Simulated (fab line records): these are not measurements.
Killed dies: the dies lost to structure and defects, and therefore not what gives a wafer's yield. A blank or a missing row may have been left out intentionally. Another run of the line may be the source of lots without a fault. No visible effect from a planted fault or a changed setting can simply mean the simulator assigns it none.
Which tool did it? + flow berkeley cmos170 + 13 lots with 39 wafers sampled at 4 steps, on a route of 331 steps

## WHAT EACH GAUGE READ, for each wafer
UCB170_M1_RS_MEAS_01: a four-point-probe measurement. Usual: M1_AL_RS typically reads 0.0484 ohm/sq, with standard deviation 0.00059.
| lot  | measured     | on            | M1_AL_RS (ohm/sq)    | flag |
|------|--------------|---------------|----------------------|------|
| L493 | day 8 13:50  | film metro-01 | 0.0495 0.0495 0.0495 |      |
| L494 | day 8 14:07  | film metro-04 | 0.0485 0.0473 0.0481 |      |
| L495 | day 8 14:37  | film metro-01 | 0.0487 0.0484 0.0483 |      |
| L497 | day 9 13:32  | film metro-04 | 0.0476 0.0480 0.0474 |      |
| L496 | day 9 13:48  | film metro-03 | 0.0488 0.0485 0.0487 |      |
| L500 | day 10 22:22 | film metro-03 | 0.0489 0.0497 0.0488 |      |
| L506 | day 11 21:34 | film metro-04 | 0.0490 0.0483 0.0486 |      |
| L510 | day 12 22:03 | film metro-01 | 0.0482 0.0482 0.0479 |      |
| L512 | day 13 04:40 | film metro-04 | 0.0487 0.0487 0.0485 |      |
| L513 | day 13 05:14 | film metro-01 | 0.0478 0.0484 0.0472 |      |
| L514 | day 13 17:47 | film metro-04 | 0.0490 0.0492 0.0490 |      |
| L516 | day 13 16:49 | film metro-04 | 0.0480 0.0492 0.0495 |      |
| L515 | day 13 17:15 | film metro-03 | 0.0476 0.0479 0.0476 |      |

UCB170_M2_THK_MEAS_03: measures by xrf. Usual: M2_AL_THK typically reads 903 nm, with standard deviation 14.
| lot  | measured     | on            | M2_AL_THK (nm) | flag |
|------|--------------|---------------|----------------|------|
| L493 | day 8 19:38  | film metro-01 | 904 902 887    |      |
| L494 | day 8 20:45  | film metro-01 | 913 903 906    |      |
| L495 | day 8 21:17  | film metro-04 | 883 890 897    |      |
| L497 | day 9 19:16  | film metro-02 | 918 924 912    |      |
| L496 | day 9 20:41  | film metro-01 | 907 908 916    |      |
| L500 | day 11 04:24 | film metro-01 | 890 895 886    |      |
| L506 | day 12 04:12 | film metro-02 | 918 925 923    |      |
| L510 | day 13 03:30 | film metro-01 | 898 894 904    |      |
| L512 | day 13 11:37 | film metro-01 | 901 894 900    |      |
| L513 | day 13 13:44 | film metro-04 | 886 886 904    |      |
| L514 | day 14 01:24 | film metro-04 | 909 901 896    |      |
| L516 | day 14 00:16 | film metro-04 | 896 887 882    |      |
| L515 | day 14 01:11 | film metro-02 | 892 909 896    |      |

## WHICH TOOL RAN EACH LOT (tool, then ch and the chambers of the sampled wafers, then the start)
| lot  | UCB170_FIELD_CLEAN_00           | UCB170_M1_STRIP_13                   |
|------|---------------------------------|--------------------------------------|
| L493 | wet bench-02 ch 0, day 5 04:07  | plasma asher-01 ch 0,1, day 8 15:19  |
| L494 | wet bench-02 ch 0, day 5 12:29  | plasma asher-03 ch 0,1, day 8 15:35  |
| L495 | wet bench-02 ch 0, day 5 12:29  | plasma asher-01 ch 0,1, day 8 15:58  |
| L497 | wet bench-03 ch 1, day 6 04:48  | plasma asher-04 ch 0,1, day 9 15:00  |
| L496 | wet bench-03 ch 2, day 6 04:55  | plasma asher-04 ch 1, day 9 15:19    |
| L500 | wet bench-03 ch 0, day 6 23:22  | plasma asher-03 ch 0,1, day 10 23:49 |
| L506 | wet bench-02 ch 1, day 7 14:20  | plasma asher-01 ch 0,1, day 11 22:53 |
| L510 | wet bench-02 ch 2, day 9 04:14  | plasma asher-01 ch 0,1, day 12 23:23 |
| L512 | wet bench-02 ch 0, day 9 15:50  | plasma asher-03 ch 0,1, day 13 06:56 |
| L513 | wet bench-02 ch 3, day 9 16:09  | plasma asher-03 ch 0,1, day 13 07:25 |
| L514 | wet bench-04 ch 3, day 10 05:35 | plasma asher-01 ch 0,1, day 13 20:04 |
| L516 | wet bench-02 ch 1, day 10 05:41 | plasma asher-04 ch 0,1, day 13 18:52 |
| L515 | wet bench-02 ch 1, day 10 05:56 | plasma asher-01 ch 0,1, day 13 19:15 |
- UCB170_FIELD_CLEAN_00: cleans in dHF, time 7.5 s.
- UCB170_M1_STRIP_13: strips in O2.

## WHAT THE TOOLS THEMSELVES READ (means of the sampled wafers that have a number; where no wafer has one, the mark that the record gives instead)
UCB170_M1_STRIP_13. Usual: drypump motor current A 6.0 A, standard deviation 0.58; oes product au 0.720 a.u., standard deviation 0.0047.
| lot  | tool            | drypump motor current A (A) | oes product au (a.u.) | flag |
|------|-----------------|-----------------------------|-----------------------|------|
| L493 | plasma asher-01 | 5.8                         | 0.719                 |      |
| L494 | plasma asher-03 | 6.4                         | 0.717                 |      |
| L495 | plasma asher-01 | 5.8                         | 0.721                 |      |
| L497 | plasma asher-04 | 6.3                         | 0.712                 |      |
| L496 | plasma asher-04 | 5.7                         | 0.719                 |      |
| L500 | plasma asher-03 | 6.4                         | 0.726                 |      |
| L506 | plasma asher-01 | 5.4                         | 0.718                 |      |
| L510 | plasma asher-01 | 5.4                         | 0.716                 |      |
| L512 | plasma asher-03 | 6.5                         | 0.721                 |      |
| L513 | plasma asher-03 | 6.5                         | 0.717                 |      |
| L514 | plasma asher-01 | 5.4                         | 0.718                 |      |
| L516 | plasma asher-04 | 6.0                         | 0.720                 |      |
| L515 | plasma asher-01 | 5.7                         | 0.720                 |      |

## THE ANSWER, worked out from the rows above alone
Rule: a lot counts as off when the mean over its wafers that have a number is more than 3 standard deviations away from the usual mean. A lot without any number at a reading at which 4 lots or more have one is off too. The other lots that the step has rows for count as sound. First the gauges in route order, then the tools' own readings, where a lot's mean is used as printed above. The first step at which some lot is off is used, and at that step the reading that is off furthest; a lot without a number counts as furthest.
Nothing can be told from this: no lot is off at any reading shown.

## WHAT HAD BEEN PUT IN BY THE SIMULATOR
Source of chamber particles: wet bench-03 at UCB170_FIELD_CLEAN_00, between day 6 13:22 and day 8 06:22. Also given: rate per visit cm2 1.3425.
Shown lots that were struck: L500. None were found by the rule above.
